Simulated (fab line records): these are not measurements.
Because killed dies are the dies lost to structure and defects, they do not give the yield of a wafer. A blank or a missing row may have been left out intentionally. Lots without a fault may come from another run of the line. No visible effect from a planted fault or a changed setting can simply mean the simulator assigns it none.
Which of the tools did it?    flow ritCmos    14 lots (42 wafers sampled), 1 step of a 202-step route

== WHAT EACH GAUGE READ, for each wafer ==
The record holds no reading of a measuring or inspecting step that can be judged against a usual standard deviation.

== TOOL THAT RAN EACH LOT (tool first, then ch and the chambers of the sampled wafers, then the start) ==
lot   RIT_SILICIDE_RTA_06
L175  rtpAnneal-02 ch 0, day 3 02:17
L177  rtpAnneal-02 ch 0, day 3 11:49
L179  rtpAnneal-02 ch 0, day 4 03:02
L180  rtpAnneal-01 ch 0, day 4 09:53
L183  rtpAnneal-02 ch 0, day 5 05:06
L184  rtpAnneal-01 ch 0, day 5 07:58
L185  rtpAnneal-02 ch 0, day 5 10:47
L186  rtpAnneal-01 ch 0, day 5 15:46
L187  rtpAnneal-02 ch 0, day 5 17:52
L188  rtpAnneal-01 ch 0, day 5 21:02
L191  rtpAnneal-02 ch 0, day 6 09:47
L193  rtpAnneal-02 ch 0, day 6 21:46
L196  rtpAnneal-01 ch 0, day 7 12:37
L198  rtpAnneal-01 ch 0, day 8 01:48
- RIT_SILICIDE_RTA_06: time 10 s, ramp up 5 s, ramp down 10 s.

== WHAT THE TOOLS THEMSELVES READ (means of the sampled wafers that have a number; where no wafer has one, the mark that the record gives instead) ==
RIT_SILICIDE_RTA_06.
lot   tool          wafer_temp_C_max
L175  rtpAnneal-02  754.5
L177  rtpAnneal-02  754.1
L179  rtpAnneal-02  753.8
L180  rtpAnneal-01  752.0
L183  rtpAnneal-02  754.4
L184  rtpAnneal-01  751.7
L185  rtpAnneal-02  754.3
L186  rtpAnneal-01  752.5
L187  rtpAnneal-02  753.2
L188  rtpAnneal-01  751.8
L191  rtpAnneal-02  644.7
L193  rtpAnneal-02  644.5
L196  rtpAnneal-01  751.8
L198  rtpAnneal-01  751.7

== THE ANSWER, worked out from the rows above alone ==
Rule: usual is defined by the lots themselves. The widest of any qualifying gaps counts: lots, ordered by their means at a reading, are off when they make up no more than a third of the lots, leave a main group of 4 or more, and stand apart from it by 3 or more times the standard deviation of that group's means. A main group is skipped when, at the precision printed for the reading in the tables above, its means are all equal. Also off: a lot with no number at a reading for which 4 or more lots have one. Any other lot the step has rows for is counted as sound. The gauges are gone through in route order, then the tools' own readings, and for those a lot's mean is taken as printed above. At the first step where some lot is off, the reading lying furthest off is the one used; lots without a number count as furthest.
Off: L191, L193, at RIT_SILICIDE_RTA_06 (wafer_temp_C_max). Mean 753.0 and standard deviation 1.1 in the main group.
If a tool, at that step or one of the process steps before it, ran each lot that is off and ran no sound lot following the first of them, it fits. One candidate fits, namely rtpAnneal-02 at RIT_SILICIDE_RTA_06. Its last sound lot is L187 (day 5 17:52), its first lot that is off L191 (day 6 09:47): a fault that began between those two fits.
The tool's own readings at RIT_SILICIDE_RTA_06 bear it out: on the lots that are off they differ by more than 5 times the standard deviation of the sound lots' means. wafer_temp_C_max reads 644.6 there against 753.0 on the sound lots.

== WHAT THE SIMULATOR HAD INSERTED ==
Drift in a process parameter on rtpAnneal-02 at RIT_SILICIDE_RTA_06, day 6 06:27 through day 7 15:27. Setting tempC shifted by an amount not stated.
Struck lots among those shown: L191, L193. The rule above reached the same finding.
